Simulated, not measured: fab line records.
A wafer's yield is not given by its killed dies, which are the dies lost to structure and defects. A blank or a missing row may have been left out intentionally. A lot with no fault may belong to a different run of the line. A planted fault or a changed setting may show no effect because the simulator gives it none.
A lot that was struck, set against a sound lot ; flow berkeley-cmos170 ; 32 out of 331 route steps
Sound: the wafers L452.2, L452.3, L452.4. Struck: wafer L463.4 (L463.1, L463.2, from the same lot, were not struck and are left out); the cause is given at the end.
Order at every step that has rows: each side's tool, ch and its chambers, its first start. Under that, the readings that differ: sound wafers ; struck wafers ; difference of the means ; sigmas: that difference in standard deviations of wafers without a fault.
alike: readings whose means differ by less than 2 such deviations, and words and numbers that are the same on both sides. not compared: withheld readings, readings that some wafer has no value for, bounds like >300 that may hide the same value, and numbers for which the record gives no deviation and whose values overlap.
A row with sigmas, a row that says differs or no value, or rows on one side alone: a step with any of these is where the two part. Numbers that have no deviation but don't overlap get no sigmas and don't part them. Lack of a reading on every wafer of one side parts them only where that side has two or more wafers.

first, 6 steps without rows for these wafers: UCB170_V1_HMDS_06 (prime time 60 s); UCB170_V1_COAT_07 (resist thk 900 nm); UCB170_V1_SOFTBAKE_08 (time 60 s); UCB170_V1_EXPOSE_09 (exposes mask VIA1, target cd 700 nm); UCB170_V1_PEB_10; UCB170_V1_DEVELOP_11 (develop time 45 s).
UCB170_V1_CD_MEAS_12 targets a cd of 700 nm.
  sound on cd-sem-01 at day 9 21:58; struck on cd-sem-02 at day 12 14:14
  alike: cd-nm
UCB170_V1_OVL_MEAS_13:
  sound on overlay-01 at day 9 22:04; struck on overlay-02 at day 12 14:22
  alike: V1_OVL
UCB170_V1_ETCH_14: etches SiO2 in CHF3/CF4/Ar, stops on Al, target depth 1250 nm, time 291 s.
  sound on rie-diel-01 ch 0,2,3, day 9 22:06; struck on rie-diel-01 ch 3, day 12 14:24
reading;sound;struck;difference;sigmas
rf-hours-counter-h (h);26 63 125;128;+57;
  alike: CHF3_flow_sccm, chamber-pressure-mTorr, drypump-motor-current-A, oes-product-au, throttle-valve-pct
UCB170_V1_STRIP_15: strips in O2.
  sound on plasma-asher-02 ch 0,1, day 9 22:16; struck on plasma-asher-02 ch 0, day 12 14:35
reading;sound;struck;difference;sigmas
oes-product-au (a.u.);0.720 0.715 0.717;0.728;+0.011;+2
  alike: chamber-pressure-mTorr, drypump-motor-current-A, strip-time-to-endpoint-s
  not compared: rf-hours-counter-h
UCB170_V1_CD_MEAS_90 targets a cd of 700 nm.
  sound on cd-sem-02 at day 9 22:23; struck on cd-sem-01 at day 12 14:41
  alike: cd-nm
then, 1 step without rows for these wafers: UCB170_M2_PRE_CLEAN_00 (preclean etch time 60 s).
UCB170_M2_SPUTTER_01: material Al, target thk 900 nm, time 120 s.
  sound on pvd-sputter-03 at day 9 22:34; struck on pvd-sputter-04 at day 12 14:52
reading;sound;struck;difference;sigmas
cathode-dc-power-W (W);6000.9 5999.8 6000.7;6778.1;+777.6;+99 or more
model.Al_of_M2_SPUTTER_01.thk-nm (nm);892 883.2 889.6;1044;+156;
  alike: throttle-valve-pct
UCB170_M2_RS_MEAS_02: uses a four-point probe to measure.
  sound on film-metro-03 at day 9 22:40; struck on film-metro-01 at day 12 14:57
reading;sound;struck;difference;sigmas
M2_AL_RS (ohm/sq);0.0325 0.0328 0.0326;0.0277;-0.0049;-15
UCB170_M2_THK_MEAS_03: measures by xrf.
  sound on film-metro-03 at day 9 22:46; struck on film-metro-01 at day 12 15:04
reading;sound;struck;difference;sigmas
M2_AL_THK (nm);908 894 904;1057;+155;+16
then, 3 steps without rows for these wafers: UCB170_M2_HMDS_04 (prime time 60 s); UCB170_M2_COAT_05 (resist thk 900 nm); UCB170_M2_SOFTBAKE_06 (time 60 s).
UCB170_M2_STRIP_07: strips in O2.
  sound on plasma-asher-04 ch 0,1, day 9 23:37; struck on plasma-asher-03 ch 0, day 12 15:54
  alike: chamber-pressure-mTorr, drypump-motor-current-A, oes-product-au, strip-time-to-endpoint-s
  not compared: rf-hours-counter-h
then, 7 steps without rows for these wafers: UCB170_M2_STRIP_08 (strips KrF in DMSO, time 600 s); UCB170_M2_COAT_09; UCB170_M2_COAT_10 (resist thk 900 nm); UCB170_M2_SOFTBAKE_11 (time 60 s); UCB170_M2_EXPOSE_12 (exposes mask METAL2, target cd 700 nm); UCB170_M2_PEB_13; UCB170_M2_DEVELOP_14 (develop time 45 s).
UCB170_M2_CD_MEAS_15 targets a cd of 700 nm.
  sound on cd-sem-01 at day 10 02:19; struck on cd-sem-01 at day 12 17:39
  alike: cd-nm
UCB170_M2_OVL_MEAS_16:
  sound on overlay-01 at day 10 02:25; struck on overlay-01 at day 12 17:46
  alike: M2_OVL
UCB170_M2_ETCH_17: etches BARC in N2/H2.
  sound on rie-diel-03 ch 0,2,3, day 10 02:27; struck on rie-diel-03 ch 2, day 12 17:49
  alike: chamber-pressure-mTorr, drypump-motor-current-A, n2-flow-sccm, oes-product-au, throttle-valve-pct
UCB170_M2_METAL_ETCH_18: etches Al in Cl2/BCl3, stops on SiO2, target depth 1170 nm, time 195 s.
  sound on rie-metal-03 ch 0,1, day 10 02:29; struck on rie-metal-03 ch 0, day 12 17:51
reading;sound;struck;difference;sigmas
oes-product-au (a.u.);0.851 0.860 0.868;0.951;+0.091;+8
  alike: chamber-pressure-mTorr, drypump-motor-current-A, throttle-valve-pct
  not compared: rf-hours-counter-h
UCB170_M2_STRIP_19: strips in O2.
  sound on plasma-asher-04 ch 0,1, day 10 02:41; struck on plasma-asher-04 ch 0, day 12 18:02
  alike: chamber-pressure-mTorr, drypump-motor-current-A, oes-product-au
  not compared: rf-hours-counter-h
UCB170_M3_PROBE_99:
  sound wafers here have rows in the record (prober-02, day 10 10:56); struck ones have none

== WHERE THEY PART ==
First at UCB170_V1_STRIP_15; last, within this record, at UCB170_M3_PROBE_99.

WHY: what the simulator had put in
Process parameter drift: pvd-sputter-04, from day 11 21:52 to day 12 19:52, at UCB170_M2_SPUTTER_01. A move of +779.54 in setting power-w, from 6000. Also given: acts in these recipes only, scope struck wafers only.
